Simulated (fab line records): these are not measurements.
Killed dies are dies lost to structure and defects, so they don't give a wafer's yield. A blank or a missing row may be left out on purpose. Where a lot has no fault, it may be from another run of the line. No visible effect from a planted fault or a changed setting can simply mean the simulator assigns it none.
Shared-tool check | flow ritCmos | Sampled: 12 lots, 36 wafers

## THE REASON FOR OPENING IT
At RIT_NSD_OVL_MEAS_06 the reading NSD_OVL is flagged on 3 of 12 lots. No-fault wafers: -0.8 nm, standard deviation 1.5.
Rule: a lot is flagged when every wafer of it that has a number lies more than 4 standard deviations from that mean, or none has a number. The rest of the lots are taken to be sound.

lot  | measured    | on         | NSD_OVL (nm), wafer by wafer | flag
L616 | day 2 23:02 | overlay-01 | 1.5 1.0 0.0                  | 
L617 | day 3 05:27 | overlay-02 | -2.2 -1.5 -2.0               | 
L618 | day 3 09:23 | overlay-02 | -4.2 -2.6 -3.0               | 
L619 | day 3 13:38 | overlay-02 | -1.2 0.0 -0.4                | 
L620 | day 3 20:19 | overlay-01 | -0.4 0.3 -0.4                | 
L621 | day 4 04:45 | overlay-02 | -1.0 0.7 -0.6                | 
L622 | day 4 08:25 | overlay-01 | 1.6 1.0 1.4                  | 
L625 | day 4 21:27 | overlay-02 | 358.8 359.5 360.1            | FLAGGED
L627 | day 5 11:49 | overlay-01 | 356.4 355.9 356.2            | FLAGGED
L632 | day 6 14:52 | overlay-01 | 358.9 358.9 359.6            | FLAGGED
L636 | day 7 08:28 | overlay-02 | 2.4 1.1 -0.1                 | 
L639 | day 7 23:04 | overlay-01 | -1.0 -0.1 0.5                | 
Flagged lots average 358.3 nm: +359.1 nm relative to the usual, that is +99 or more standard deviations.

## WHICH TOOL RAN EACH LOT
The record holds 1 process step before the reading, out of a route of 202 steps. In each cell: the tool, then ch and the chambers that the sampled wafers went through, then the start.
lot  | flag    | RIT_NSD_EXPOSE_03
L616 |         | ilineStepper-01 ch 0, day 2 22:40
L617 |         | ilineStepper-02 ch 0, day 3 05:04
L618 |         | ilineStepper-02 ch 0, day 3 08:55
L619 |         | ilineStepper-01 ch 0, day 3 13:14
L620 |         | ilineStepper-01 ch 0, day 3 19:55
L621 |         | ilineStepper-01 ch 0, day 4 04:21
L622 |         | ilineStepper-01 ch 0, day 4 08:02
L625 | FLAGGED | ilineStepper-02 ch 0, day 4 20:47
L627 | FLAGGED | ilineStepper-02 ch 0, day 5 11:25
L632 | FLAGGED | ilineStepper-02 ch 0, day 6 14:28
L636 |         | ilineStepper-01 ch 0, day 7 08:04
L639 |         | ilineStepper-01 ch 0, day 7 22:37
What these steps do:
- RIT_NSD_EXPOSE_03: exposes mask M9, target cd 40700 nm.
- RIT_NSD_OVL_MEAS_06

## FLAGGED OVER TOTAL, TOOL BY TOOL (the gauges that took the reading come last)
step                | tool            | lots run | flagged | share of the flagged lots | sound lots run after its first flagged lot
RIT_NSD_EXPOSE_03   | ilineStepper-01 | 7        | 0       | none                      | -
RIT_NSD_EXPOSE_03   | ilineStepper-02 | 5        | 3       | all                       | 0
RIT_NSD_OVL_MEAS_06 | overlay-01      | 6        | 2       | some                      | 1 (L639)
RIT_NSD_OVL_MEAS_06 | overlay-02      | 6        | 1       | some                      | 1 (L636)

## WHAT THE TABLE PERMITS
Rows of the table that ran each flagged lot: 1, that is ilineStepper-02 at RIT_NSD_EXPOSE_03.
- ilineStepper-02 at RIT_NSD_EXPOSE_03: 3 of its 5 lots flagged. Last sound lot L618 at day 3 08:55, first flagged lot L625 at day 4 20:47; a fault beginning in between fits.
Left over: one tool, ilineStepper-02 at RIT_NSD_EXPOSE_03.

## WHAT THE SIMULATOR HAD INSERTED
Scanner matching overlay: ilineStepper-02, from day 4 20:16 on, at RIT_NSD_EXPOSE_03. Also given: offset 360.
Struck lots among those shown: L625, L627, L632. Same finding as the rule above.
